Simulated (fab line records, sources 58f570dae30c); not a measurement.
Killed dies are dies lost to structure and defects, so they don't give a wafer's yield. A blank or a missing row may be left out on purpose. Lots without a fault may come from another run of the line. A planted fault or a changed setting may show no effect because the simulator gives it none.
One fault seen from 2 desks | flow berkeley_cmos170 | each desk has only its own numbers; what lay behind them comes last

THE TOOL OWNER'S DESK: pecvd-02
The tool's own readings at UCB170_V2_CVD_00 (deposits SiO2 from TEOS/O2, target thk 2000 nm, time 250 s): means of the sampled wafers that have a number, for each lot that ran on this tool. A lot is out of limits, marked OUT, if its mean lies more than 4 standard deviations from the usual mean; the brackets give that distance.
Columns: A = heater_power_w at UCB170_V2_CVD_00, usual 260 W
lot  | first seen here | A
L121 | day 8 09:07     | 271
L124 | day 8 11:58     | 254
L125 | day 9 08:17     | 235
L126 | day 9 18:00     | 221
L133 | day 10 14:37    | 225
This desk's finding: nothing out of limits on any of the 5 lots.

THE METROLOGY DESK
What the gauges read, lot by lot, whatever tool the lot ran on: means of the sampled wafers that have a number. A lot is out of limits, marked OUT, if its mean lies more than 4 standard deviations from the usual mean; the brackets give that distance.
Columns: A = M2_OVL at UCB170_M2_OVL_MEAS_16, usual 3 nm; B = V2_TEOS_THK at UCB170_V2_THK_MEAS_01, usual 1997 nm; C = V2_POLISHED_THK at UCB170_V2_THK_MEAS_04, usual 999.9 nm; D = M3_AL_RS at UCB170_M3_RS_MEAS_02, usual 0.0323 ohm/sq
lot  | first seen here | A  | B              | C      | D
L120 | day 8 00:28     | 3  | 1995           | 999.7  | 0.0325
L121 | day 8 08:38     | 14 | 1998           | 999.7  | 0.0323
L123 | day 8 11:07     | 5  | 1997           | 999.4  | 0.0317
L124 | day 8 11:29     | 2  | 2003           | 1002.1 | 0.0320
L125 | day 9 07:48     | 6  | 1992           | 999.8  | 0.0326
L127 | day 9 17:20     | -1 | 2001           | 1000.1 | 0.0325
L126 | day 9 17:27     | 7  | 2327 (+14) OUT | 999.5  | 0.0325
L133 | day 10 14:07    | 8  | 2284 (+12) OUT | 1000.3 | 0.0324
L135 | day 11 02:53    | 4  | 1972           | 999.9  | 0.0325
L134 | day 11 15:16    | 8  | 2002           | 999.6  | 0.0325
L139 | day 12 04:24    | 2  | 1981           | 999.5  | 0.0321
L141 | day 12 04:41    | -2 | 2037           | 999.2  | 0.0323
L140 | day 12 05:00    | 1  | 2004           | 999.2  | 0.0320
L143 | day 12 22:00    | 10 | 1998           | 1001.0 | 0.0323
This desk's finding: out of limits on L126, L133; first on L126, day 9 18:07 (V2_TEOS_THK at UCB170_V2_THK_MEAS_01). In limits: L120, L121, L123, L124, L125, L127, L135, L134, L139, L141, L140, L143.

PUT TOGETHER
The metrology desk could have raised an alarm at day 9 18:07, on L126, L133.
The tool owner's desk saw nothing out of limits.
The tool owner's desk has L126, L133 on record, within its limits.
Of the lots named, all ran UCB170_V2_CVD_00 on pecvd-02.

WHAT THE SIMULATOR HAD PUT IN
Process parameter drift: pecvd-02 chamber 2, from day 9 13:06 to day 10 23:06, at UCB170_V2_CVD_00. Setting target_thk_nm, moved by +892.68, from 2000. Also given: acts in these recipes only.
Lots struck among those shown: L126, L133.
Hours from the fault's start to each desk's first reading out of limits: the metrology desk, 5.
